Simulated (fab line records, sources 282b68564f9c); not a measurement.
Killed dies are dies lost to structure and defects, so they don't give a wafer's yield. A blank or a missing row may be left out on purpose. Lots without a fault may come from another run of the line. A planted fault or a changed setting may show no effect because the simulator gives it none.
Problem report in the 8D (eight disciplines) form, filled by code | flow rit_cmos | the parts of the form that need people (team, actions taken, sign-off) are left out

1. THE PROBLEM
GATE_POLY_THK at RIT_GATE_THK_MEAS_09 reads a mean of 220.6 nm on 6 wafers of 2 lots; wafers without a fault read 247.9 nm with a standard deviation of 2.1. That is -13 standard deviations from the usual mean.
First seen on wafer L100.1, day 5 10:43, on film_metro-04. The record holds 42 wafers of 14 lots with a number at this step. Rule for "out", or "out of limits": more than 4 standard deviations from the usual mean. The other wafers with a number count as sound.

2. WHAT IT IS AND WHAT IT IS NOT
question                    | is                     | is not
which readings at this step | GATE_POLY_THK          | -
which lots                  | L100, L103             | L107, L108, L109, L110, L987, L988, L989, L991, L995, L997, L998, L999
which wafers of those lots  | all that have a number | -
read on which gauges        | film_metro-04          | film_metro-01, film_metro-03
when                        | from day 5 10:43       | up to then (24 sound wafers); but 12 sound wafers of L107, L108, L109, L110 came after

3. SUSPECTS, AND WHAT RULES EACH OUT
Counting: a tool at a process step up to the reading stays a suspect if it ran every lot that is out and no sound lot after the first of them.
- the gauge at RIT_GATE_THK_MEAS_09: ruled out. All the wafers that are out were read on film_metro-04, but those of them that RIT_GATE_CVD_08 has rows for are out there too, on other tools.
- lpcvd-02 at RIT_GATE_CVD_08 (deposits poly-Si from SiH4, target thk 250 nm, time 2220 s): kept. It ran every lot that is out, first L100 (day 5 08:18), and no sound lot after that; its last sound lot up to then is L997 (day 4 14:03). Its own readings are out on those wafers: pressure_mtorr.
Left after counting: lpcvd-02 at RIT_GATE_CVD_08.

4. THE CAUSE (what the simulator had put in)
Process parameter drift: lpcvd-02, from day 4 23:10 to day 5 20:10, at RIT_GATE_CVD_08. Setting pressure_mtorr, moved by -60, from 300. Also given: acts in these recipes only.
Counting left only this tool.

5. THE CHAIN OF EFFECTS, in route order
Each row: a reading whose mean over the struck wafers that have a number lies more than 3 standard deviations from the usual. Only readings for which the record gives a usual standard deviation are gone through. hours: the time from each lot's start at the first step in this table that gives one to its start at this step, as a median over the lots. sigmas: the change in usual standard deviations.
hours | step                 | reading        | usual       | on struck wafers | change | sigmas
0     | RIT_GATE_CVD_08      | pressure_mtorr | 300.1 mTorr | 240.3            | -59.8  | -99 or more
2     | RIT_GATE_THK_MEAS_09 | GATE_POLY_THK  | 247.9 nm    | 220.6            | -27.3  | -13
3     | RIT_GATE_ETCH_19     | oes_product_au | 0.837 a.u.  | 0.779            | -0.058 | -4.5
The process steps in it:
- RIT_GATE_CVD_08: deposits poly-Si from SiH4, target thk 250 nm, time 2220 s.
- RIT_GATE_ETCH_19: etches poly-Si in SF6/CHF3/O2, stops on SiO2, time 165 s, target depth 312.5 nm.

6. WHAT WOULD HAVE CAUGHT IT SOONER
In this record the first reading out of limits at a measuring or inspecting step was taken at day 5 10:43, 12 hours after the fault began at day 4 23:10.
The tool's own readings at RIT_GATE_CVD_08 were out on every struck wafer that the step has a row for (pressure_mtorr): an alarm limit on them would have fired on the first of those.
Of the lots that are out (2), L103 began RIT_GATE_CVD_08 on lpcvd-02 after day 5 10:43. A hold on the tool at that time would have spared it.
